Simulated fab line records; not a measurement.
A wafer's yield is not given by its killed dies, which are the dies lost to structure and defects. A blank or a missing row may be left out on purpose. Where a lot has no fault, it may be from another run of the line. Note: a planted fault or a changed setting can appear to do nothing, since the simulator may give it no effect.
What tool caused it? ; flow rit_cmos ; Sampling: 7 lots, 21 wafers, 2 of 202 route steps

## WHAT THE GAUGES SHOWED, per wafer
RIT_CONTACT_THK_MEAS_01.
lot;measured;on;CONTACT_TEOS_THK (nm)
L109;day 3 09:11;film_metro-01;394 393 397
L113;day 4 09:24;film_metro-04;397 408 405
L116;day 4 21:11;film_metro-04;797 811 809
L119;day 5 15:25;film_metro-04;407 404 402
L123;day 6 10:50;film_metro-01;400 397 407
L126;day 7 02:29;film_metro-01;396 405 411
L128;day 7 10:13;film_metro-04;398 395 401

## EACH LOT AND THE TOOL THAT RAN IT (in order: tool; ch and the chambers of the sampled wafers; start)
lot;RIT_CONTACT_CVD_00
L109;pecvd-04 ch 0,1,2, day 3 09:08
L113;pecvd-01 ch 0,2, day 4 09:20
L116;pecvd-01 ch 1,2, day 4 20:54
L119;pecvd-01 ch 0,1,2, day 5 15:22
L123;pecvd-02 ch 0,1,2, day 6 10:47
L126;pecvd-02 ch 0,1,2, day 7 02:25
L128;pecvd-01 ch 0,1,2, day 7 10:10
- RIT_CONTACT_CVD_00: deposits SiO2 from TEOS, target thk 400 nm, time 61 s.

## THE ANSWER, worked out from the rows above alone
Rule: what is usual is taken from the lots themselves. The widest of any qualifying gaps counts: lots, ordered by their means at a reading, are off when they make up no more than a third of the lots, leave a main group of 4 or more, and stand apart from it by 3 or more times the standard deviation of that group's means. A main group is skipped when, at the precision printed for the reading in the tables above, its means are all equal. A lot without any number at a reading at which 4 lots or more have one is off too. The other lots that the step has rows for count as sound.
Off: L116, at RIT_CONTACT_THK_MEAS_01 (CONTACT_TEOS_THK). The main group: mean 401 nm, standard deviation 3.5.
A tool fits if, at a process step before that reading, it ran every lot that is off, and no sound lot after the first of them. Gauges at RIT_CONTACT_THK_MEAS_01: tried the same way as those tools. No candidate that was tried fits.

## WHAT THE SIMULATOR HAD PUT IN
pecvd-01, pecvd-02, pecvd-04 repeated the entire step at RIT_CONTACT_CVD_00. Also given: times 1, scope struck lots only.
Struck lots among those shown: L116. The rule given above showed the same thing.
